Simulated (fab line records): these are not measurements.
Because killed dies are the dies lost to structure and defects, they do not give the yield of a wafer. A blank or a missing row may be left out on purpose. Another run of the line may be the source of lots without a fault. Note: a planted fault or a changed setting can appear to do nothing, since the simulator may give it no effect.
A sampling plan put to the test	flow rit_cmos	one line in one fab, 31 faults in these records, each fault weighed on the records of the lots it struck
Plan = the line's own looks (route steps where a gauge or an inspection reads the wafer without altering it). Where struck wafers have a number at a look and the file lists that look's usual mean and standard deviation on fault-free wafers, the look can be judged. Caught: 4 or more of those standard deviations (sigma) separate the usual mean from the mean of the struck wafers at a look after the fault's first step. On the tool: here the same test is run on the tool's own readings at the fault's steps. Another recipe on the struck wafers, or a record that is blank for them alone, also counts as caught.

== THE FAULTS, as the simulator had put them in ==
1. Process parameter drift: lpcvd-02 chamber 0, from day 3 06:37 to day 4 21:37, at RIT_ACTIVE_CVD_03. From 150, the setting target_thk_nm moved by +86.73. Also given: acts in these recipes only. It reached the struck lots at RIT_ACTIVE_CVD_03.
2. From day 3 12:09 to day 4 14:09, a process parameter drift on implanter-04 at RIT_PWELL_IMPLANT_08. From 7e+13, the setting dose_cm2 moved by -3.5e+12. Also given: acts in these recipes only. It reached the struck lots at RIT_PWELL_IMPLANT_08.
3. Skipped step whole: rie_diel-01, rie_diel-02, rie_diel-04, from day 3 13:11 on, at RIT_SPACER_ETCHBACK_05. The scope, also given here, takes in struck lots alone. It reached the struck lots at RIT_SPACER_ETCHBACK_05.
4. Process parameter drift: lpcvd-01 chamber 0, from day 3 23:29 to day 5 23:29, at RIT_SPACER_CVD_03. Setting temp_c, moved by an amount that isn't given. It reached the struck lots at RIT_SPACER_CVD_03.
5. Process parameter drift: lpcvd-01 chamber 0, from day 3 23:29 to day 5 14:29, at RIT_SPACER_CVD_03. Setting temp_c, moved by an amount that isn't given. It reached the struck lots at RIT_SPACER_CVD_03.
6. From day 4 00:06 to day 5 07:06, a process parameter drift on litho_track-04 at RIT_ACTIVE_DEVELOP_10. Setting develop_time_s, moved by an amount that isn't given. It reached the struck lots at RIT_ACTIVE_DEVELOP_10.
7. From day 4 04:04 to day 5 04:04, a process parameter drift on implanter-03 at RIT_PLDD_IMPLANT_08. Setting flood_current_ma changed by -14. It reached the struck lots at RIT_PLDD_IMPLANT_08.
8. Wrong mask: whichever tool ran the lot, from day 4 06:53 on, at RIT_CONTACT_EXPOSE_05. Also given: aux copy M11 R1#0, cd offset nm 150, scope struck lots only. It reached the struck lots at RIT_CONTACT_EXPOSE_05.
9. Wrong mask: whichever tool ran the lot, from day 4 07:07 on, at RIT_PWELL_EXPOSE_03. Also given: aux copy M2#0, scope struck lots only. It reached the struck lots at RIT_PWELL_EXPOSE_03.
10. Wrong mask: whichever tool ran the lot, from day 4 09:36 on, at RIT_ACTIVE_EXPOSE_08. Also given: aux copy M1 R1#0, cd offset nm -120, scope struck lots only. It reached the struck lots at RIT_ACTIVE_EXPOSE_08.
11. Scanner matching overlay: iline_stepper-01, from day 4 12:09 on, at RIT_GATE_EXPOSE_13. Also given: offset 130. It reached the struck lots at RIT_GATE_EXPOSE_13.
12. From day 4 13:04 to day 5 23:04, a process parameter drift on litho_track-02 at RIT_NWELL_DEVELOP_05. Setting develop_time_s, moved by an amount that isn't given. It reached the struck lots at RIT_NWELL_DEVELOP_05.
13. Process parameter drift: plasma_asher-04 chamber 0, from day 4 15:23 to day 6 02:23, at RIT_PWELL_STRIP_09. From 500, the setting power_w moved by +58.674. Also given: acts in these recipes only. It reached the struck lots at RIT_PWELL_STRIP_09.
14. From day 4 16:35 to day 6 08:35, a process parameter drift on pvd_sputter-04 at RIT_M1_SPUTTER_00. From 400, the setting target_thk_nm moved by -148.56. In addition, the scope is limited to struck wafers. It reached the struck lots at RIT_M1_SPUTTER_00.
15. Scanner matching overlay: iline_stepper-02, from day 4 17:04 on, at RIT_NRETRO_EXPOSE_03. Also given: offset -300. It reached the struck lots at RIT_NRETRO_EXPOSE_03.
16. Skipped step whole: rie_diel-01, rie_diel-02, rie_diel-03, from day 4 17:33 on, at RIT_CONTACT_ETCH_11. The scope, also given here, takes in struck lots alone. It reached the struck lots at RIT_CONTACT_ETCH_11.
17. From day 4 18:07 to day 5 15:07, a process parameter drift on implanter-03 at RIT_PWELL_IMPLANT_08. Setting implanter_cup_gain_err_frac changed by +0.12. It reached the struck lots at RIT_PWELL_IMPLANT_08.
18. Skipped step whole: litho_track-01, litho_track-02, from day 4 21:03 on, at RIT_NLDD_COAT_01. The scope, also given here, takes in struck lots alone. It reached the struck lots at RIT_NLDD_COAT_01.
19. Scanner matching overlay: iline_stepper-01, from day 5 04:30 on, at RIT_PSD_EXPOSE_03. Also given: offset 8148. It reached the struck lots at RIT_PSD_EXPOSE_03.
20. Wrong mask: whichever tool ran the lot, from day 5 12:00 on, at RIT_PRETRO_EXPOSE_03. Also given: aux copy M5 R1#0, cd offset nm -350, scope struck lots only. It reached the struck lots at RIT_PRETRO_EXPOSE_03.
21. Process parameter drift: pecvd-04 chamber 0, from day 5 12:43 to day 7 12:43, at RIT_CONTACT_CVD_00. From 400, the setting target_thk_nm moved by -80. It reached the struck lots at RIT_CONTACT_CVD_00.
22. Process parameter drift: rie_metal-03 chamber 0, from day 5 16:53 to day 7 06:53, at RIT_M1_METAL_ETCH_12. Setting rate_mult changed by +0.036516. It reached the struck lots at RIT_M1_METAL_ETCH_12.
23. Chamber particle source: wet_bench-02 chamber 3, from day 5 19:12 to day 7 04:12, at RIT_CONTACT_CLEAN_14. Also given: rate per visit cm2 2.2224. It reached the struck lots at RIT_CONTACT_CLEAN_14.
24. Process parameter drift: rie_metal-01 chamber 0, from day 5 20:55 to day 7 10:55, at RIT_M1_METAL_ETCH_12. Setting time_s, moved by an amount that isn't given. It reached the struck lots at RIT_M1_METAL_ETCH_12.
25. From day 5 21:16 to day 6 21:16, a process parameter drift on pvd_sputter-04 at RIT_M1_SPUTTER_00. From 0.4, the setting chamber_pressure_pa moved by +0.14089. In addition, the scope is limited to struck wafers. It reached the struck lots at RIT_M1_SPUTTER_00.
26. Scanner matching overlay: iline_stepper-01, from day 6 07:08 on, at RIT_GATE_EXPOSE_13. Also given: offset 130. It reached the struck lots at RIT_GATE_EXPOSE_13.
27. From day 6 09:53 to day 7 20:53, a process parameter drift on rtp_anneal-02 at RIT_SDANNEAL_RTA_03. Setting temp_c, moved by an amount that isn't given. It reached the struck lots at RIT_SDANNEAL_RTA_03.
28. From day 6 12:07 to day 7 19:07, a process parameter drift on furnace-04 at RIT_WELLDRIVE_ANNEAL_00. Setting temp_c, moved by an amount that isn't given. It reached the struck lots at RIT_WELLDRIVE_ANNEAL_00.
29. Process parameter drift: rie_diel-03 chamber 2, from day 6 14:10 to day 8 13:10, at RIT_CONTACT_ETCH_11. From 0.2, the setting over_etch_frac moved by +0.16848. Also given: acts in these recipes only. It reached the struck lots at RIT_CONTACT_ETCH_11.
30. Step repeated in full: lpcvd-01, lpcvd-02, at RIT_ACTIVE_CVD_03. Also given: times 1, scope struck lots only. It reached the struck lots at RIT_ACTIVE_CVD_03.
31. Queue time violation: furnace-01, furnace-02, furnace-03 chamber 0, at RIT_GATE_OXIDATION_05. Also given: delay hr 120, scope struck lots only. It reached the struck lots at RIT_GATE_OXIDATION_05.

== WHAT THE PLAN SAW ==
fault	on the tool itself	first look that catches it	reading, sigma	median hours from its first step to that look	hours from the fault's start to the first struck lot there	judged looks passed uncaught
1	under 2 sigma	RIT_ACTIVE_THK_MEAS_04	ACTIVE_NITRIDE_THK +61	1.4	14	0
2	dose_ions_cm2 -49 sigma	RIT_WELLDRIVE_RS_MEAS_02	PWELL_RS +12	6.3	9	0
3	no reading that can be judged	no look after it can be judged	-	-	-	0
4	susceptor_temp_C +99 or beyond sigma	RIT_SPACER_THK_MEAS_04	SPACER_NITRIDE_THK +68	1.9	25	0
5	susceptor_temp_C +99 or beyond sigma	RIT_SPACER_THK_MEAS_04	SPACER_NITRIDE_THK +68	1.9	25	0
6	under 2 sigma	RIT_ACTIVE_CD_MEAS_11	cd_nm +14	0.4	2	0
7	no reading that can be judged	none of the 5 looks that can be judged after it	-	-	-	5
8	no reading that can be judged	RIT_CONTACT_CD_MEAS_08	cd_nm +63	0.5	3	0
9	no reading that can be judged	RIT_PWELL_TW_MEAS_10	PWELL_TW -99 or beyond	1.3	3	0
10	no reading that can be judged	RIT_ACTIVE_CD_MEAS_11	cd_nm -62	0.4	3	0
11	no reading that can be judged	RIT_GATE_OVL_MEAS_17	GATE_OVL +99 or beyond	0.5	7	0
12	no reading that can be judged	not the one look that can be judged after it	strongest: NWELL_TW at RIT_NWELL_TW_MEAS_10, -3.8	-	-	1
13	under 2 sigma	none of the 7 looks that can be judged after it	-	-	-	7
14	under 2 sigma	RIT_M1_RS_MEAS_01	M1_AL_RS +68	0.3	6	0
15	under 2 sigma	RIT_NRETRO_OVL_MEAS_06	NRETRO_OVL -99 or beyond	0.4	6	0
16	the tool's record is blank for the struck wafers	no look after it can be judged	-	-	-	0
17	faraday_current_uA +6.7 sigma	RIT_PWELL_TW_MEAS_10	PWELL_TW -5.9	0.3	2	0
18	the tool's record is blank for the struck wafers	RIT_PLDD_TW_MEAS_10	PLDD_TW +15	2.8	5	0
19	no reading that can be judged	not the one look that can be judged after it	-	-	-	1
20	under 2 sigma	no look after it can be judged	-	-	-	0
21	under 2 sigma	RIT_CONTACT_THK_MEAS_01	CONTACT_TEOS_THK -16	0.1	8	0
22	under 2 sigma	no look after it can be judged	-	-	-	0
23	under 2 sigma	no look after it can be judged	-	-	-	0
24	run_length_s -91 sigma	RIT_M1_CD_MEAS_90	cd_nm +4.0	0.5	8	0
25	chamber_pressure_pa +99 or beyond sigma	RIT_M1_RS_MEAS_01	M1_AL_RS +11	0.3	6	0
26	under 2 sigma	RIT_GATE_OVL_MEAS_17	GATE_OVL +99 or beyond	0.5	5	0
27	wafer_temp_C_max -35 sigma	RIT_SDANNEAL_RS_MEAS_04	PSD_RS +84	0.1	6	0
28	tube_center_temp_C -79 sigma	RIT_WELLDRIVE_RS_MEAS_01	NWELL_RS +10	5.1	1	0
29	under 2 sigma	no look after it can be judged	-	-	-	0
30	under 2 sigma	RIT_ACTIVE_THK_MEAS_04	ACTIVE_NITRIDE_THK +99 or beyond	3.0	-	0
31	under 2 sigma	no look after it can be judged	-	-	-	0
A dash: this means the fault isn't caught or the number doesn't appear in these records.

Caught at a look: 20 of 31. Caught on the tool: 10 of 31. By one or the other: 21 of 31.
Caught on the tool alone: fault 16.
Caught at a look alone: faults 1, 6, 8, 9, 10, 11, 14, 15, 21, 26, 30.
Caught by neither: faults 3, 7, 12, 13, 19, 20, 22, 23, 29, 31.

== THINNER SAMPLING ==
If the look that catches a fault measured only every second or every third lot, by lot number, the first struck lot would be measured this late in the worst case:
fault	struck lots at that look, in order of time	every lot	every second lot	every third lot
1	L135	14 h	may miss it	may miss it
2	L754, L755, L756	9 h	15 h	19 h
4	L744	25 h	may miss it	may miss it
5	L769	25 h	may miss it	may miss it
6	L837, L838	2 h	7 h	may miss all 2
8	L504	3 h	may miss it	may miss it
9	L542	3 h	may miss it	may miss it
10	L206	3 h	may miss it	may miss it
11	L986, L987, L992	7 h	12 h	may miss all 3
14	L275, L277	6 h	may miss all 2	may miss all 2
15	L807, L810, L811, L815	6 h	20 h	45 h
17	L169, L171	2 h	may miss all 2	may miss all 2
18	L366, L367	5 h	9 h	may miss all 2
21	L723	8 h	may miss it	may miss it
24	L927, L930	8 h	24 h	may miss all 2
25	L937, L939	6 h	may miss all 2	may miss all 2
26	L487, L489, L490, L491	5 h	24 h	28 h
27	L378, L380	6 h	may miss all 2	may miss all 2
28	L138, L139, L140	1 h	10 h	15 h
Hours: fault start to first struck lot measured. 4 sigma limit: tested on the pooled struck wafers, so a lone lot may be under it. Other struck lots may not be in these records.

== THE LONGEST TIMED WAY FROM STEP TO LOOK ==
Fault 2: a median of 6.3 hours passes between RIT_PWELL_IMPLANT_08 and RIT_WELLDRIVE_RS_MEAS_02. No look between them can be judged.
